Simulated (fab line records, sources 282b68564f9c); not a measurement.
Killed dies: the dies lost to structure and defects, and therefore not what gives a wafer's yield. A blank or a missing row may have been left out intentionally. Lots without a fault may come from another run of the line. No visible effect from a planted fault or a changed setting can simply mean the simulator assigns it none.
Which of the tools did it? + flow ritCmos + 14 lots, 42 wafers sampled, at 5 steps of a route of 202

## WHAT THE GAUGES READ, wafer by wafer
RIT_FOX2_THK_MEAS_01.
| lot  | measured    | on           | FOX2_OXIDE_THK (nm) |
|------|-------------|--------------|---------------------|
| L568 | day 1 20:56 | filmMetro-03 | 345 342 344         |
| L569 | day 2 01:17 | filmMetro-03 | 363 364 364         |
| L570 | day 2 06:07 | filmMetro-03 | 348 348 348         |
| L571 | day 2 11:25 | filmMetro-03 | 341 350 338         |
| L573 | day 2 20:14 | filmMetro-03 | 335 352 346         |
| L574 | day 3 00:43 | filmMetro-03 | 352 356 350         |
| L576 | day 3 13:11 | filmMetro-03 | 344 344 345         |
| L579 | day 4 03:16 | filmMetro-04 | 347 359 353         |
| L581 | day 4 13:15 | filmMetro-03 | 356 351 345         |
| L584 | day 5 03:43 | filmMetro-03 | 353 353 357         |
| L586 | day 5 14:02 | filmMetro-01 | 350 359 352         |
| L587 | day 5 19:56 | filmMetro-04 | 334 340 340         |
| L589 | day 6 05:29 | filmMetro-03 | 359 361 357         |
| L591 | day 6 15:18 | filmMetro-03 | 356 360 354         |

RIT_GATE_THK_MEAS_09.
| lot  | measured    | on           | GATE_POLY_THK (nm) |
|------|-------------|--------------|--------------------|
| L568 | day 2 15:01 | filmMetro-01 | 245.3 247.2 246.2  |
| L569 | day 2 20:36 | filmMetro-03 | 245.0 245.3 245.4  |
| L570 | day 2 23:29 | filmMetro-03 | 245.3 242.9 244.5  |
| L571 | day 3 10:58 | filmMetro-01 | 241.3 240.8 242.5  |
| L573 | day 3 20:06 | filmMetro-03 | 243.8 245.6 244.6  |
| L574 | day 3 22:55 | filmMetro-03 | 246.6 245.5 246.5  |
| L576 | day 4 09:38 | filmMetro-04 | 244.8 242.9 245.1  |
| L579 | day 4 22:40 | filmMetro-04 | 242.7 245.9 243.7  |
| L581 | day 5 06:34 | filmMetro-04 | 242.9 244.4 244.7  |
| L584 | day 5 23:20 | filmMetro-01 | 244.4 244.6 243.6  |
| L586 | day 6 11:38 | filmMetro-04 | 242.0 243.1 241.8  |
| L587 | day 6 14:11 | filmMetro-01 | 244.6 243.4 241.2  |
| L589 | day 7 01:23 | filmMetro-03 | 244.6 242.7 243.1  |
| L591 | day 7 11:21 | filmMetro-03 | 244.2 241.7 243.6  |

RIT_SDANNEAL_RS_MEAS_04: measures by four-point-probe.
| lot  | measured    | on           | PSD_RS (ohm/sq)                     |
|------|-------------|--------------|-------------------------------------|
| L568 | day 3 08:23 | filmMetro-04 | 115.38 115.60 115.03                |
| L569 | day 3 13:48 | filmMetro-02 | 115.79 115.68 115.89                |
| L570 | day 3 18:11 | filmMetro-02 | 115.50 115.73 115.57                |
| L571 | day 4 02:04 | filmMetro-01 | 115.37 115.62 115.39                |
| L573 | day 4 09:44 | filmMetro-02 | 115.22 115.25 115.53                |
| L574 | day 4 12:23 | filmMetro-02 | 115.54 115.61 115.57                |
| L576 | day 4 23:28 | filmMetro-02 | 115.59 115.26 115.34                |
| L579 | day 5 13:34 | filmMetro-04 | 116.49 115.85 115.54                |
| L581 | day 5 20:55 | filmMetro-01 | 116.32 116.26 115.86                |
| L584 | day 6 14:13 | filmMetro-02 | 72.17 72.44 72.61 72.40 72.58 72.34 |
| L586 | day 7 01:17 | filmMetro-04 | 72.39 72.10 71.91 72.36 72.11 71.76 |
| L587 | day 7 04:07 | filmMetro-02 | 115.73 115.42 115.64                |
| L589 | day 7 16:50 | filmMetro-04 | 115.45 115.64 115.78                |
| L591 | day 8 01:52 | filmMetro-01 | 115.40 115.15 115.22                |

## WHAT TOOL EACH LOT RAN ON (gives the tool, then ch and the chambers of the sampled wafers, and finally the start)
| lot  | RIT_GATE_STRIP_20                  | RIT_SDANNEAL_RTA_03            |
|------|------------------------------------|--------------------------------|
| L568 | plasmaAsher-02 ch 0, day 2 16:29   | rtpAnneal-01 ch 0, day 3 08:20 |
| L569 | plasmaAsher-03 ch 0,1, day 2 22:10 | rtpAnneal-02 ch 0, day 3 13:44 |
| L570 | plasmaAsher-02 ch 0,1, day 3 05:38 | rtpAnneal-01 ch 0, day 3 18:07 |
| L571 | plasmaAsher-03 ch 0,1, day 3 12:27 | rtpAnneal-02 ch 0, day 4 02:01 |
| L573 | plasmaAsher-01 ch 1, day 3 21:26   | rtpAnneal-02 ch 0, day 4 09:40 |
| L574 | plasmaAsher-01 ch 0,1, day 4 00:13 | rtpAnneal-01 ch 0, day 4 12:19 |
| L576 | plasmaAsher-01 ch 0,1, day 4 11:00 | rtpAnneal-01 ch 0, day 4 23:23 |
| L579 | plasmaAsher-01 ch 1, day 4 23:59   | rtpAnneal-02 ch 0, day 5 13:31 |
| L581 | plasmaAsher-02 ch 0,1, day 5 08:03 | rtpAnneal-02 ch 0, day 5 20:51 |
| L584 | plasmaAsher-03 ch 0,1, day 6 00:38 | rtpAnneal-01 ch 0, day 6 14:09 |
| L586 | plasmaAsher-01 ch 0,1, day 6 13:05 | rtpAnneal-01 ch 0, day 7 01:13 |
| L587 | plasmaAsher-03 ch 0,1, day 6 15:33 | rtpAnneal-02 ch 0, day 7 04:00 |
| L589 | plasmaAsher-02 ch 0, day 7 02:50   | rtpAnneal-02 ch 0, day 7 16:46 |
| L591 | plasmaAsher-01 ch 0,1, day 7 12:41 | rtpAnneal-02 ch 0, day 8 01:49 |
- RIT_GATE_STRIP_20: strips in O2, time 180 s.
- RIT_SDANNEAL_RTA_03: time 5 s.

## AS READ BY THE TOOLS THEMSELVES (means over the sampled wafers that have a number; for cases with no such wafer, the mark the record gives instead)
RIT_GATE_STRIP_20.
| lot  | tool           | drypumpMotorCurrentA (A) |
|------|----------------|--------------------------|
| L568 | plasmaAsher-02 | 5.5                      |
| L569 | plasmaAsher-03 | 5.3                      |
| L570 | plasmaAsher-02 | 5.6                      |
| L571 | plasmaAsher-03 | 5.4                      |
| L573 | plasmaAsher-01 | 5.5                      |
| L574 | plasmaAsher-01 | 5.8                      |
| L576 | plasmaAsher-01 | 5.7                      |
| L579 | plasmaAsher-01 | 5.5                      |
| L581 | plasmaAsher-02 | 5.6                      |
| L584 | plasmaAsher-03 | 5.3                      |
| L586 | plasmaAsher-01 | 6.0                      |
| L587 | plasmaAsher-03 | 5.5                      |
| L589 | plasmaAsher-02 | 5.5                      |
| L591 | plasmaAsher-01 | 6.0                      |

RIT_SDANNEAL_RTA_03.
| lot  | tool         | wafer_temp_C_max |
|------|--------------|------------------|
| L568 | rtpAnneal-01 | 1053.2           |
| L569 | rtpAnneal-02 | 1053.2           |
| L570 | rtpAnneal-01 | 1054.8           |
| L571 | rtpAnneal-02 | 1053.1           |
| L573 | rtpAnneal-02 | 1053.0           |
| L574 | rtpAnneal-01 | 1052.9           |
| L576 | rtpAnneal-01 | 1053.1           |
| L579 | rtpAnneal-02 | 1053.8           |
| L581 | rtpAnneal-02 | 1054.6           |
| L584 | rtpAnneal-01 | 1053.4           |
| L586 | rtpAnneal-01 | 1053.4           |
| L587 | rtpAnneal-02 | 1052.8           |
| L589 | rtpAnneal-02 | 1053.5           |
| L591 | rtpAnneal-02 | 1055.1           |

## THE ANSWER, worked out from the rows above alone
Rule: the lots themselves supply what counts as usual. Put in order of their means at a reading, lots are off if they are a third of the lots or fewer, leave a main group of 4 or more, and stand apart from it by a gap of 3 or more times the standard deviation of the main group's means; of several such gaps the widest counts. The tables above print the reading to a certain number of digits; a main group whose means all agree to those digits is not used. A lot without any number at a reading at which 4 lots or more have one is off too. Where the step has rows for the other lots, those lots are counted as sound. Order of review: gauges by route order, followed by the tools' own readings, for which a lot's mean as printed above is used. At the first step where some lot is off, the reading lying furthest off is the one used; lots without a number count as furthest.
Off: L584, L586, seen at RIT_SDANNEAL_RS_MEAS_04 (PSD_RS). Mean 115.59 ohm/sq and standard deviation 0.26 in the main group.
If a tool, at a process step before that reading, ran all the lots that are off and no sound lot after the first of them, it fits. Gauges at RIT_SDANNEAL_RS_MEAS_04: tried the same way as those tools. One fits: rtpAnneal-01 at RIT_SDANNEAL_RTA_03. A fault onset in the window from L576 (day 4 23:23, its last sound lot) to L584 (day 6 14:09, its first lot off) fits.

## WHAT THE SIMULATOR HAD PUT IN
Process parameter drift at RIT_SDANNEAL_RTA_03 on rtpAnneal-01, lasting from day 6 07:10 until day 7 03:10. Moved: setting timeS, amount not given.
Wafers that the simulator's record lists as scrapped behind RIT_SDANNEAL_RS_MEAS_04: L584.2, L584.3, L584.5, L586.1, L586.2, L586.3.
Struck lots among those shown: L584, L586. The rule given above showed the same thing.
